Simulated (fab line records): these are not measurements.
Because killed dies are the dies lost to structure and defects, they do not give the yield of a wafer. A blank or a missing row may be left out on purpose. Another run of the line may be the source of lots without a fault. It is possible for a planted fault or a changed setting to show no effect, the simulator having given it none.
fab line records    flow berkeley_cmos170
record: lots: 5  wafers: 23
route steps=331 shown V2@294 M3@310
start_h: the number of hours between the record's first day and the start of the first shown wafer of the lot    wait_h: time in hours since the lot's previous step    " the same as in the row above    L1.1+2: several wafers, shown together as one row    - value missing, or start not given    * or withheld: withheld    < > ~ a bound
route shown NAME@n: NAME is a module with steps in the file, n the number in the route of the first one    usual: mean and standard deviation over wafers with no fault    same: alike in all rows    chamber/n: place in a boat    sites: each site's reading    _std_site: standard deviation across them    _edge_site: the outer-site mean with the inner-site mean subtracted    radius_mm: how far each site lies from the wafer's centre    mask NAME#n: copy n    behind: tool/chamber where the wafer was last shaped    hold: what put the lot on hold/how long, in hours/how the hold closed    device: which transistor (n, p or np) failed to switch    end of line: the route-end tests of the same wafers    step lacking rows: just its recipe    killed: at the first sort, the dies lost to defects and structure; wafer yield is something else    map: shows each die of a wafer: x if killed, . if not, _ if none is there
set.NAME: the setting as run; set.NAME@STEP: as run at that earlier step    model.NAME: the simulator's own value behind a step, which no gauge read
lots whose settings were changed on purpose; a table a step, a row a wafer
== steps ==
step: UCB170_V2_CMP_02
recipe: material: SiO2  down_force_psi: 6  platen_rpm: 60  pad_velocity_m_s: 0.75398
lot.wafer  tool    chamber  start_h  wait_h  set.leave_above_ref_nm  model.SiO2_of_V2_CVD_00.thk_nm
L074.4     cmp-01  3        190.52   0.0     977.8                   -
L074.1     "       0        "        "       1000                    999.6
L074.3     "       1        "        "       977.8                   977.5
L074.2     "       2        "        "       1000                    999.8
L074.6     "       3        "        "       1000                    -
L076.1     cmp-02  1        216.72   0.1     961.6                   963.5
L076.3     "       2        "        "       961.6                   -
L076.4     "       3        "        "       1000                    -
L076.5     "       1        "        "       1000                    1002
L076.6     "       2        "        "       1000                    1001
L082.4     cmp-02  1        232.43   0.0     1000                    1000
L082.1     "       2        "        "       1000                    998.3
L082.3     "       0        "        "       1000                    1001
L084.4+5   cmp-02  1,2      233.70   0.0     1000                    1001
L084.3     "       2        "        "       1000                    999.6
L084.1     "       3        "        "       1000                    1000
L084.2     "       0        "        "       1000                    1003
L083.1     cmp-02  1        238.13   0.1     961.2                   -
L083.2+6   "       2,1      "        "       1000                    -
L083.4     "       3        "        "       1000                    999.9
L083.5     "       2        "        "       961.2                   962.2
step: UCB170_V2_THK_MEAS_04
recipe: reads: SiO2_of_V2_CVD_00
usual: V2_POLISHED_THK: 1000.4/1.3
lot.wafer  tool           chamber  start_h  wait_h  set.leave_above_ref_nm@V2_CMP_02  V2_POLISHED_THK[nm]
L074.1     film_metro-04  -        190.94   0.1     1000                              999.6
L074.2     "              -        "        "       1000                              998.9
L074.3     "              -        "        "       977.8                             977.2
L074.4     "              -        "        "       977.8                             977.1
L074.6     "              -        "        "       1000                              999.4
L076.1     film_metro-04  -        217.14   0.1     961.6                             963.3
L076.3     "              -        "        "       961.6                             963.4
L076.4     "              -        "        "       1000                              1002.7
L076.5     "              -        "        "       1000                              1001.8
L076.6     "              -        "        "       1000                              1001.2
L082.1     film_metro-03  -        232.85   0.1     1000                              998.1
L082.3     "              -        "        "       1000                              1001.5
L082.4     "              -        "        "       1000                              999.9
L084.1     film_metro-03  -        234.12   0.1     1000                              1000.1
L084.2     "              -        "        "       1000                              1003.0
L084.3     "              -        "        "       1000                              999.8
L084.4     "              -        "        "       1000                              999.9
L084.5     "              -        "        "       1000                              999.8
L083.1     film_metro-04  -        238.55   0.1     961.2                             961.2
L083.2     "              -        "        "       1000                              1001.2
L083.4     "              -        "        "       1000                              1000.5
L083.5     "              -        "        "       961.2                             962.3
L083.6     "              -        "        "       1000                              999.9
step: UCB170_V2_CLEAN_05
recipe: chemistry: DIW
step: UCB170_V2_HMDS_06
recipe: prime_time_s: 60  prime_temp_c: 100
step: UCB170_V2_ETCH_14
recipe: chemistry: CHF3/CF4/Ar  target: SiO2  stop_on: Al  CHF3_flow_sccm: 45  cf4_flow_sccm: 15  Ar_flow_sccm: 150  pressure_mtorr: 200  rf_w: 700  target_depth_a: 12500  over_etch_frac: 0.25  time_s: 291
lot.wafer  tool         chamber  start_h  wait_h  set.leave_above_ref_nm@V2_CMP_02  model.V2.feature_depth_nm  model.etch.depth_nm
L074.1     rie_diel-01  2        192.86   0.0     1000                              999.6                      999.6
L074.2     "            3        "        "       1000                              999.8                      999.8
L074.3     "            1        "        "       977.8                             977.5                      977.5
L074.4     "            0        "        "       977.8                             978.1                      -
L074.6     "            3        "        "       1000                              999.6                      -
L076.1     rie_diel-01  1        218.55   0.0     961.6                             963.5                      963.5
L076.3     "            2        "        "       961.6                             962.8                      -
L076.4     "            3        "        "       1000                              1002                       -
L076.5     "            3        "        "       1000                              1002                       1002
L076.6     "            2        "        "       1000                              1001                       1001
L082.1     rie_diel-01  2        235.49   0.0     1000                              998.3                      998.3
L082.3     "            1        "        "       1000                              1001                       1001
L082.4     "            0        "        "       1000                              1000                       1000
L084.1     rie_diel-01  3        235.88   0.0     1000                              1000                       1000
L084.2     "            2        "        "       1000                              1003                       1003
L084.3     "            0        "        "       1000                              1000                       999.6
L084.4+5   "            1        "        "       1000                              1001                       1001
L083.1     rie_diel-03  0        240.12   0.0     961.2                             961                        -
L083.2+6   "            2,0      "        "       1000                              1000                       -
L083.4     "            1        "        "       1000                              1000                       999.9
L083.5     "            2        "        "       961.2                             962.3                      962.2
step: UCB170_M3_SPUTTER_01
recipe: material: Al  target_thk_nm: 900  time_s: 120  power_w: 6000  chamber_pressure_pa: 0.5
lot.wafer  tool            chamber  start_h  wait_h  set.power_w  model.Al_of_M3_SPUTTER_01.thk_nm
L074.1     pvd_sputter-02  -        193.32   0.0     6000         900.4
L074.2     "               -        "        "       6000         901
L074.3     "               -        "        "       6000         887.9
L074.4     "               -        "        "       5448         821.7
L074.6     "               -        "        "       5448         806.6
L076.1     pvd_sputter-03  -        219.02   0.0     6000         917.1
L076.3     "               -        "        "       6377         968.1
L076.4     "               -        "        "       6377         968.4
L076.5     "               -        "        "       6000         917
L076.6     "               -        "        "       6000         922.8
L082.1     pvd_sputter-02  -        235.96   0.0     6000         899.9
L082.3     "               -        "        "       6000         900.5
L082.4     "               -        "        "       6000         897.2
L084.1     pvd_sputter-03  -        236.35   0.0     6000         910.8
L084.2     "               -        "        "       6000         911.4
L084.3     "               -        "        "       6224         941.1
L084.4     "               -        "        "       6224         936.4
L084.5     "               -        "        "       6000         908
L083.1     pvd_sputter-03  -        240.58   0.0     6595         996.6
L083.2     "               -        "        "       6595         996.2
L083.4     "               -        "        "       6000         913.2
L083.5     "               -        "        "       6000         902.1
L083.6     "               -        "        "       6595         986.5
step: UCB170_M3_RS_MEAS_02
recipe: thk_meas_gauge: four-point-probe  reads: Al_of_M3_SPUTTER_01
usual: M3_AL_RS: 0.0321/0.0004
lot.wafer  tool           chamber  start_h  wait_h  set.power_w@M3_SPUTTER_01  M3_AL_RS[ohm/sq]
L074.1     film_metro-02  -        193.40   0.0     6000                       0.0322
L074.2     "              -        "        "       6000                       0.0321
L074.3     "              -        "        "       6000                       0.0326
L074.4     "              -        "        "       5448                       0.0353
L074.6     "              -        "        "       5448                       0.0359
L076.1     film_metro-01  -        219.10   0.0     6000                       0.0316
L076.3     "              -        "        "       6377                       0.0299
L076.4     "              -        "        "       6377                       0.0298
L076.5     "              -        "        "       6000                       0.0316
L076.6     "              -        "        "       6000                       0.0313
L082.1     film_metro-01  -        236.04   0.0     6000                       0.0321
L082.3     "              -        "        "       6000                       0.0321
L082.4     "              -        "        "       6000                       0.0322
L084.1     film_metro-04  -        236.43   0.0     6000                       0.0318
L084.2     "              -        "        "       6000                       0.0318
L084.3     "              -        "        "       6224                       0.0307
L084.4     "              -        "        "       6224                       0.0308
L084.5     "              -        "        "       6000                       0.0318
L083.1     film_metro-02  -        240.67   0.0     6595                       0.0290
L083.2     "              -        "        "       6595                       0.0290
L083.4     "              -        "        "       6000                       0.0317
L083.5     "              -        "        "       6000                       0.0321
L083.6     "              -        "        "       6595                       0.0294
step: UCB170_M3_THK_MEAS_03
recipe: thk_meas_gauge: xrf  reads: Al_of_M3_SPUTTER_01
usual: M3_AL_THK: 914/14
lot.wafer  tool           chamber  start_h  wait_h  set.power_w@M3_SPUTTER_01  M3_AL_THK[nm]
L074.1     film_metro-02  -        193.52   0.1     6000                       903
L074.2     "              -        "        "       6000                       900
L074.3     "              -        "        "       6000                       897
L074.4     "              -        "        "       5448                       826
L074.6     "              -        "        "       5448                       807
L076.1     film_metro-01  -        219.22   0.1     6000                       932
L076.3     "              -        "        "       6377                       978
L076.4     "              -        "        "       6377                       983
L076.5     "              -        "        "       6000                       933
L076.6     "              -        "        "       6000                       935
L082.1     film_metro-01  -        236.16   0.1     6000                       918
L082.3     "              -        "        "       6000                       915
L082.4     "              -        "        "       6000                       906
L084.1     film_metro-04  -        236.55   0.1     6000                       924
L084.2     "              -        "        "       6000                       922
L084.3     "              -        "        "       6224                       958
L084.4     "              -        "        "       6224                       954
L084.5     "              -        "        "       6000                       926
L083.1     film_metro-02  -        240.79   0.1     6595                       1015
L083.2     "              -        "        "       6595                       1013
L083.4     "              -        "        "       6000                       928
L083.5     "              -        "        "       6000                       920
L083.6     "              -        "        "       6595                       1002
step: UCB170_M3_METAL_ETCH_18
recipe: chemistry: Cl2/BCl3  target: Al  stop_on: SiO2  pressure_mtorr: 12  target_depth_a: 11700  over_etch_frac: 0.3  time_s: 195  icp_w: 600  bias_w: 120  Cl2_flow_sccm: 90  bcl3_flow_sccm: 45
usual: oes_product_au: 0.855/0.018
lot.wafer  tool          chamber  start_h  wait_h  set.icp_w  set.leave_above_ref_nm@V2_CMP_02  set.power_w@M3_SPUTTER_01  oes_product_au  model.SiO2_of_V2_CVD_00.thk_nm
L074.1     rie_metal-04  1        196.75   -       600        1000                              6000                       0.847           939
L074.2     "             0        "        "       600        1000                              6000                       0.842           935.9
L074.3     "             1        "        "       600        977.8                             6000                       0.832           917
L074.4     "             0        "        "       600        977.8                             5448                       0.802           -
L074.6     "             0        "        "       600        1000                              5448                       0.791           -
L076.1     rie_metal-01  1        221.78   -       600        961.6                             6000                       0.877           900.8
L076.3     "             1        "        "       600        961.6                             6377                       0.907           -
L076.4     "             0        "        "       600        1000                              6377                       0.916           -
L076.5     "             0        "        "       639        1000                              6000                       0.892           934.6
L076.6     "             1        "        "       639        1000                              6000                       0.883           934.4
L082.1     rie_metal-04  1        238.39   -       600        1000                              6000                       0.833           937.6
L082.3     "             1        "        "       600        1000                              6000                       0.844           939.8
L082.4     "             0        "        "       600        1000                              6000                       0.831           936.2
L084.1     rie_metal-02  1        238.97   -       563.4      1000                              6000                       0.859           940.5
L084.2     "             0        "        "       600        1000                              6000                       0.862           942.4
L084.3     "             1        "        "       563.4      1000                              6224                       0.873           940.1
L084.4     "             0        "        "       600        1000                              6224                       0.869           940.4
L084.5     "             0        "        "       600        1000                              6000                       0.847           939.8
L083.1     rie_metal-01  0        243.60   -       600        961.2                             6595                       0.937           -
L083.2     "             0        "        "       600        1000                              6595                       0.933           -
L083.4     "             0        "        "       600        1000                              6000                       0.887           936
L083.5     "             0        "        "       600        961.2                             6000                       0.880           898.4
L083.6     "             0        "        "       600        1000                              6595                       0.923           -
== key ==
split: step: UCB170_V2_CMP_02  setting: leave_above_ref_nm  stated: 1000  by: wafer
response: step: UCB170_V2_CMP_02  reading: model.SiO2_of_V2_CVD_00.thk_nm  change: +9.86  per: 1%  r: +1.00
response: step: UCB170_V2_THK_MEAS_04  reading: V2_POLISHED_THK  change: +10  per: 1%  r: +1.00
response: step: UCB170_V2_ETCH_14  reading: model.V2.feature_depth_nm  change: +9.97  per: 1%  r: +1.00
response: step: UCB170_V2_ETCH_14  reading: model.etch.depth_nm  change: +9.86  per: 1%  r: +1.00
response: step: UCB170_M3_METAL_ETCH_18  reading: model.SiO2_of_V2_CVD_00.thk_nm  change: +9.18  per: 1%  r: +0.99
split: step: UCB170_M3_SPUTTER_01  setting: power_w  stated: 6000  by: wafer
response: step: UCB170_M3_SPUTTER_01  reading: model.Al_of_M3_SPUTTER_01.thk_nm  change: +8.55  per: 1%  r: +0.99
response: step: UCB170_M3_RS_MEAS_02  reading: M3_AL_RS  change: -0.000303  per: 1%  r: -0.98
response: step: UCB170_M3_THK_MEAS_03  reading: M3_AL_THK  change: +8.63  per: 1%  r: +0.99
response: step: UCB170_M3_METAL_ETCH_18  reading: oes_product_au  change: +0.00469  per: 1%  r: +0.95
split: step: UCB170_M3_METAL_ETCH_18  setting: icp_w  stated: 600  by: wafer
response none clear
